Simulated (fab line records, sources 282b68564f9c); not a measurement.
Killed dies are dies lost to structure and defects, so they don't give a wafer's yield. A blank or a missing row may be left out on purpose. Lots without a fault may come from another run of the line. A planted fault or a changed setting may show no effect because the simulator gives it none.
Which tool did it? | flow rit_cmos | 14 lots, 42 wafers sampled, at 2 steps of a route of 202

WHAT THE GAUGES READ, wafer by wafer
RIT_NWELL_OVL_MEAS_06.
lot  | measured    | on         | NWELL_OVL (nm)
L168 | day 2 00:45 | overlay-02 | 2.5 1.0 1.5
L169 | day 2 06:35 | overlay-01 | -0.9 -0.8 -0.7
L170 | day 2 12:39 | overlay-01 | 3.4 -0.5 -0.5
L171 | day 2 13:32 | overlay-01 | 0.7 -0.5 1.3
L173 | day 3 01:13 | overlay-02 | 2.1 0.9 1.1
L175 | day 3 08:55 | overlay-02 | 1.5 2.5 2.3
L176 | day 3 16:26 | overlay-02 | 3.2 3.2 2.9
L177 | day 3 20:44 | overlay-02 | -300.9 -300.3 -298.6
L179 | day 4 08:34 | overlay-02 | -299.3 -298.8 -299.0
L182 | day 4 20:29 | overlay-01 | 0.8 -0.2 0.2
L183 | day 5 02:54 | overlay-02 | 0.2 0.5 -0.2
L186 | day 5 16:01 | overlay-01 | 2.5 1.2 2.6
L190 | day 6 16:13 | overlay-01 | 1.2 1.1 -1.5
L191 | day 7 00:59 | overlay-01 | 3.8 1.2 0.7

WHICH TOOL RAN EACH LOT (tool, then ch and the chambers of the sampled wafers, then the start)
lot  | RIT_NWELL_EXPOSE_03
L168 | iline_stepper-02 ch 0, day 2 00:19
L169 | iline_stepper-01 ch 0, day 2 06:10
L170 | iline_stepper-02 ch 0, day 2 12:10
L171 | iline_stepper-02 ch 0, day 2 13:06
L173 | iline_stepper-02 ch 0, day 3 00:47
L175 | iline_stepper-01 ch 0, day 3 08:29
L176 | iline_stepper-02 ch 0, day 3 16:01
L177 | iline_stepper-01 ch 0, day 3 20:19
L179 | iline_stepper-01 ch 0, day 4 08:05
L182 | iline_stepper-02 ch 0, day 4 20:04
L183 | iline_stepper-02 ch 0, day 5 02:31
L186 | iline_stepper-02 ch 0, day 5 15:35
L190 | iline_stepper-02 ch 0, day 6 15:47
L191 | iline_stepper-02 ch 0, day 7 00:34
- RIT_NWELL_EXPOSE_03: exposes mask M2, target cd 43900 nm.

WHAT THE TOOLS THEMSELVES READ (means of the sampled wafers that have a number; where no wafer has one, the mark that the record gives instead)
RIT_NWELL_EXPOSE_03.
lot  | tool             | stage_vel_mm_s (mm/s)
L168 | iline_stepper-02 | 499.71
L169 | iline_stepper-01 | 499.94
L170 | iline_stepper-02 | 500.20
L171 | iline_stepper-02 | 500.02
L173 | iline_stepper-02 | 500.24
L175 | iline_stepper-01 | 500.13
L176 | iline_stepper-02 | 499.96
L177 | iline_stepper-01 | 499.67
L179 | iline_stepper-01 | 499.69
L182 | iline_stepper-02 | 500.18
L183 | iline_stepper-02 | 499.80
L186 | iline_stepper-02 | 499.77
L190 | iline_stepper-02 | 499.61
L191 | iline_stepper-02 | 500.43

THE ANSWER, worked out from the rows above alone
Rule: what is usual is taken from the lots themselves. Put in order of their means at a reading, lots are off if they are a third of the lots or fewer, leave a main group of 4 or more, and stand apart from it by a gap of 3 or more times the standard deviation of the main group's means; of several such gaps the widest counts. A main group whose means are all the same, to the digits that the tables above print for the reading, isn't used. A lot without any number at a reading at which 4 lots or more have one is off too. The other lots that the step has rows for count as sound. The gauges are gone through in route order, then the tools' own readings, and for those a lot's mean is taken as printed above. The first step at which some lot is off is used, and at that step the reading that is off furthest; a lot without a number counts as furthest.
Off: L177, L179, at RIT_NWELL_OVL_MEAS_06 (NWELL_OVL). The main group: mean 1.1 nm, standard deviation 1.1.
A tool fits if, at a process step before that reading, it ran every lot that is off, and no sound lot after the first of them. The gauges at RIT_NWELL_OVL_MEAS_06 are tried like those tools. One fits: iline_stepper-01 at RIT_NWELL_EXPOSE_03. Its last sound lot is L175 (day 3 08:29), its first lot that is off L177 (day 3 20:19): a fault that began between those two fits.

WHAT THE SIMULATOR HAD PUT IN
Scanner matching overlay: iline_stepper-01, from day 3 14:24 on, at RIT_NWELL_EXPOSE_03. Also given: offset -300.
Lots struck among those shown: L177, L179. The rule above found the same.
